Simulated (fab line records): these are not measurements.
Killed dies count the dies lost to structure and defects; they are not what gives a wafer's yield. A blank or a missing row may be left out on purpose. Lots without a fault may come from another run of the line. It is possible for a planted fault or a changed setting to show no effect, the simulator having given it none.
Split-lot experiment + flow berkeley-cmos170 + 5 lots, 23 wafers read, on a route of 331 steps

== SPLIT DETAILS ==
At UCB170_NWELL_OXIDATION_01 (target thk 26.4 nm, ox time 1260 s), the setting temp-c was moved away from the recipe's 1000 C on 5 of the 23 wafers read, by -2.6%. The other wafers ran this setting at the recipe's value.

No step appears in the file between the split and the reading.

== THE READING ==
NWELL_OXIDE_THK (nm), taken at UCB170_NWELL_THK_MEAS_02. Typical for fault-free wafers on this fab line: 26.2 nm, with standard deviation 0.43 nm.

| wafer  | tool, chamber at the split | temp-c as run, C | against the recipe | NWELL_OXIDE_THK, nm | against lot-mates on the recipe |
|--------|----------------------------|------------------|--------------------|---------------------|---------------------------------|
| L074.1 | -, -                       | 1000             | recipe             | 26.5                | -                               |
| L074.2 | -, -                       | 1000             | recipe             | 26.2                | -                               |
| L074.4 | -, -                       | 1000             | recipe             | 25.9                | -                               |
| L074.5 | -, -                       | 1000             | recipe             | 26.2                | -                               |
| L074.6 | -, -                       | 1000             | recipe             | 26.2                | -                               |
| L076.1 | -, -                       | 973.5            | -2.6%              | 19.9                | no lot-mate on the recipe       |
| L076.2 | -, -                       | 973.5            | -2.6%              | 19.5                | no lot-mate on the recipe       |
| L076.3 | -, -                       | 973.5            | -2.6%              | 19.6                | no lot-mate on the recipe       |
| L076.4 | -, -                       | 973.5            | -2.6%              | 19.8                | no lot-mate on the recipe       |
| L076.5 | -, -                       | 973.5            | -2.6%              | 19.5                | no lot-mate on the recipe       |
| L081.1 | furnace-03, 0              | 1000             | recipe             | 26.0                | -                               |
| L081.3 | furnace-03, 0              | 1000             | recipe             | 25.4                | -                               |
| L081.5 | furnace-03, 0              | 1000             | recipe             | 25.4                | -                               |
| L083.1 | -, -                       | 1000             | recipe             | 26.1                | -                               |
| L083.2 | -, -                       | 1000             | recipe             | 26.4                | -                               |
| L083.3 | -, -                       | 1000             | recipe             | 26.2                | -                               |
| L083.5 | -, -                       | 1000             | recipe             | 26.2                | -                               |
| L083.6 | -, -                       | 1000             | recipe             | 26.4                | -                               |
| L084.2 | -, -                       | 1000             | recipe             | 26.6                | -                               |
| L084.3 | -, -                       | 1000             | recipe             | 26.5                | -                               |
| L084.4 | -, -                       | 1000             | recipe             | 26.4                | -                               |
| L084.5 | -, -                       | 1000             | recipe             | 26.9                | -                               |
| L084.6 | -, -                       | 1000             | recipe             | 26.5                | -                               |

THE FIT
A straight line over all 23 wafers: NWELL_OXIDE_THK changes by +2.48 nm for each +1% of temp-c; r = +0.99; the points scatter about the line by 0.35 nm.
Too few moved wafers have a lot-mate on the recipe to fit a line with each lot's own level taken away.

== THE WHOLE CHAIN: every reading that the file lists as answering this split, in the file's order ==
| step                      | what it does                       | reading                                                                            | change (the file's fit)              | r (the file's) |
|---------------------------|------------------------------------|------------------------------------------------------------------------------------|--------------------------------------|----------------|
| UCB170_NWELL_OXIDATION_01 | target thk 26.4 nm, ox time 1260 s | SiO2_of_NWELL_OXIDATION_01.thk-nm (the simulator's own value, which no gauge read) | +2.48 nm for each +1% of the setting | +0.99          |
| UCB170_NWELL_THK_MEAS_02  |                                    | NWELL_OXIDE_THK                                                                    | +2.48 for each +1% of the setting    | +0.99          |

== FILE'S OWN FIT ==
NWELL_OXIDE_THK changes by +2.48 nm for each +1% of temp-c, r = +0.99.
